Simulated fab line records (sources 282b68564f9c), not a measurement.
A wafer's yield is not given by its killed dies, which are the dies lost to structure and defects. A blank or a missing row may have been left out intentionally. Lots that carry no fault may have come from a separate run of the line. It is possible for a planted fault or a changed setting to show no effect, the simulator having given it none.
A lot that was struck, set against a sound lot ; flow rit-cmos ; 18 steps out of a route of 202
Sound: wafers L454.1, L454.3, L454.4. Wafers struck: L472.3, L472.4, L472.6. At the end, the cause is stated.
Each step with rows lists, per side, the tool, then ch with its chambers, then its first start. Under that, the readings that differ: sound wafers ; struck wafers ; difference of the means ; sigmas: that difference in standard deviations of wafers without a fault.
alike: readings whose means differ by less than 2 such deviations, and words and numbers that are the same on both sides. not compared: withheld readings, readings that some wafer has no value for, bounds like >300 that may hide the same value, and numbers for which the record gives no deviation and whose values overlap.
A row with sigmas, a row that says differs or no value, or rows on one side alone: a step with any of these is where the two part. Numbers that don't overlap but have no deviation are shown without sigmas and don't part them. A reading that every wafer of one side lacks parts them only if that side has two wafers or more.

first, 1 step without rows for these wafers: RIT_PLDD_IMPLANT_08.
RIT_PLDD_STRIP_09: strips in O2, time 180 s.
  sound on plasma-asher-01 ch 0,1, day 3 04:13; struck on plasma-asher-02 ch 0,1, day 7 00:29
  alike: drypump-motor-current-A
  not compared: rf-hours-counter-h
RIT_PLDD_TW_MEAS_10:
  sound on film-metro-01, day 3 04:24; struck on film-metro-01, day 7 00:38
  alike: PLDD_TW
then, 4 steps without rows for these wafers: RIT_SPACER_CLEAN_00 (cleans in SC1, time 600 s); RIT_SPACER_CLEAN_01 (cleans in dHF, time 30 s); RIT_SPACER_CLEAN_02 (cleans in SC2, time 600 s); RIT_SPACER_CVD_03 (deposits Si3N4 from SiH2Cl2/NH3, target thk 250 nm, time 3300 s).
RIT_SPACER_THK_MEAS_04:
  sound on film-metro-02, day 3 06:46; struck on film-metro-02, day 7 02:58
reading;sound;struck;difference;sigmas
SPACER_NITRIDE_THK (nm);249.8 248.9 246.4;252.2 252.9 254.2;+4.7;+2
RIT_SPACER_ETCHBACK_05: etches Si3N4 in SF6/CHF3, stops on SiO2, target depth 250 nm, time 240 s.
  sound on rie-diel-03 ch 0,1,2, day 3 06:50; struck on rie-diel-03 ch 0,1,2, day 7 03:01
  alike: drypump-motor-current-A, oes-product-au, throttle-valve-pct
  not compared: rf-hours-counter-h
then, 3 steps without rows for these wafers: RIT_NSD_HMDS_00 (prime time 60 s); RIT_NSD_COAT_01 (resist thk 1000 nm); RIT_NSD_SOFTBAKE_02 (time 60 s).
RIT_NSD_EXPOSE_03: exposes mask M9, target cd 40700 nm.
  sound on iline-stepper-02 ch 0, day 3 07:34; struck on iline-stepper-02 ch 0, day 7 03:50
reading;sound;struck;difference;sigmas
model.NSD.overlay-x-nm (nm);-1.236 -1.236 -1.236;5122 5122 5122;+5123;
  alike: mask
then, 2 steps without rows for these wafers: RIT_NSD_PEB_04; RIT_NSD_DEVELOP_05 (develop time 50 s).
RIT_NSD_OVL_MEAS_06:
  sound on overlay-01, day 3 07:58; struck on overlay-02, day 7 04:12
reading;sound;struck;difference;sigmas
NSD_OVL (nm);0.5 -0.1 -1.9;- - -;no value on the struck wafers;
then, 1 step without rows for these wafers: RIT_NSD_HARDBAKE_07 (time 60 s).
RIT_M1_PROBE_99:
  sound on prober-01, day 3 17:52; struck on prober-01, day 7 14:27
reading;sound;struck;difference;sigmas
killed-at-front-end;3 6 7;264 264 264;+259;+83
killed-dies;3 6 7;264 264 264;+259;+83
killed-on-rim;1 1 2;70 70 70;+69;+49
model.etest.ring.no-ring;0 0 0;1 1 1;+1;
model.etest.pmos-turned.short;0 0 0;1 1 1;+1;
model.etest.pmos_0p3.short;0 0 0;1 1 1;+1;
model.etest.pmos_0p15.over-limit;0 0 0;1 1 1;+1;
model.etest.gate-end-array.over-limit;0 0 0;1 1 1;+1;
  alike: killed_at_M0_to_M3, killed-at-contacts, killed-open, killed-short
  not compared: model.etest.nmos_0p15.bv-v, model.etest.nmos_0p3.bv-v, model.etest.nmos-narrow.short

WHERE THEY PART
First at RIT_SPACER_THK_MEAS_04; last, within this record, at RIT_M1_PROBE_99.

WHY: what the simulator had put in
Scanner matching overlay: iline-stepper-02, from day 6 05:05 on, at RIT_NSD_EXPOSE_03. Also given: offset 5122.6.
